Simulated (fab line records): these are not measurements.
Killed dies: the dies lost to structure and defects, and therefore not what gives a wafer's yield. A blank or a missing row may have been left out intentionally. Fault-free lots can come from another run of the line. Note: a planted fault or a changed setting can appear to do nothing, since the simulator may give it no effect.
2 desks looking at one fault | flow rit_cmos | numbers are kept per desk, each desk with only its own; the story behind them comes last

== AT THE METROLOGY DESK ==
Means of the sampled wafers that have a number, per lot and without regard to the tool the lot ran on: this is what the gauges read. Any lot whose mean is over 4 standard deviations away from the usual mean is out of limits and marked OUT; that distance is given in the brackets.
Columns: A = cd_nm at RIT_ACTIVE_CD_MEAS_11, usual 1401.2 nm
lot  | first seen here | A
L679 | day 1 14:40     | 1398.1
L680 | day 1 19:39     | 1399.7
L681 | day 2 00:41     | 1403.8
L682 | day 2 05:35     | 1410.3 (+4.1) OUT
L683 | day 2 10:26     | 1408.3
L686 | day 3 03:19     | 1406.9
L688 | day 3 12:40     | 1406.0
L691 | day 4 05:44     | 1404.8
L692 | day 4 09:29     | 1401.4
L694 | day 4 19:04     | 1405.4
L698 | day 5 14:24     | 1401.8
L699 | day 5 19:17     | 1400.7
L701 | day 6 05:36     | 1403.5
L702 | day 6 10:46     | 1403.5
This desk's finding: out of limits on L682; first on L682, day 2 05:35 (cd_nm at RIT_ACTIVE_CD_MEAS_11). In limits: L679, L680, L681, L683, L686, L688, L691, L692, L694, L698, L699, L701, L702.

== THE TOOL OWNER'S DESK: iline_stepper-01 ==
The tool's own readings at RIT_ACTIVE_EXPOSE_08 (exposes mask M1, target cd 1400 nm): means of the sampled wafers that have a number, for each lot that ran on this tool. Any lot whose mean is over 4 standard deviations away from the usual mean is out of limits and marked OUT; that distance is given in the brackets.
Columns: A = exposure_dose_mJ_cm2 at RIT_ACTIVE_EXPOSE_08, usual 224.93; B = focus_offset_nm at RIT_ACTIVE_EXPOSE_08, usual 0.1 nm
lot  | first seen here | A                | B
L679 | day 1 14:16     | 225.32           | 0.3
L680 | day 1 19:14     | 225.21           | -0.3
L682 | day 2 05:11     | 217.44 (-28) OUT | -0.0
L683 | day 2 10:02     | 218.90 (-22) OUT | 0.3
L686 | day 3 02:55     | 220.58 (-16) OUT | -0.7
L688 | day 3 12:16     | 221.43 (-13) OUT | 0.0
This desk's finding: out of limits on L682, L683, L686, L688; first on L682, day 2 05:11 (exposure_dose_mJ_cm2 at RIT_ACTIVE_EXPOSE_08). In limits: L679, L680.

== ALL TOGETHER ==
The tool owner's desk had the chance to raise an alarm at day 2 05:11 on L682, L683, L686, L688.
An alarm was possible from the metrology desk at day 2 05:35, on L682.
The metrology desk holds a record of L683, L686, L688, inside its limits.
The lots listed all ran RIT_ACTIVE_EXPOSE_08 on iline_stepper-01.

== WHAT WAS PUT IN BY THE SIMULATOR ==
Process parameter drift: iline_stepper-01, from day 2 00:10 on, at RIT_ACTIVE_EXPOSE_08. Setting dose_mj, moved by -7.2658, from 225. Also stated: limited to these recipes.
Struck lots among those shown: L682, L683, L686, L688.
Time in hours from fault onset to the first out-of-limits reading at each desk: tool owner's desk 5, metrology desk 5.
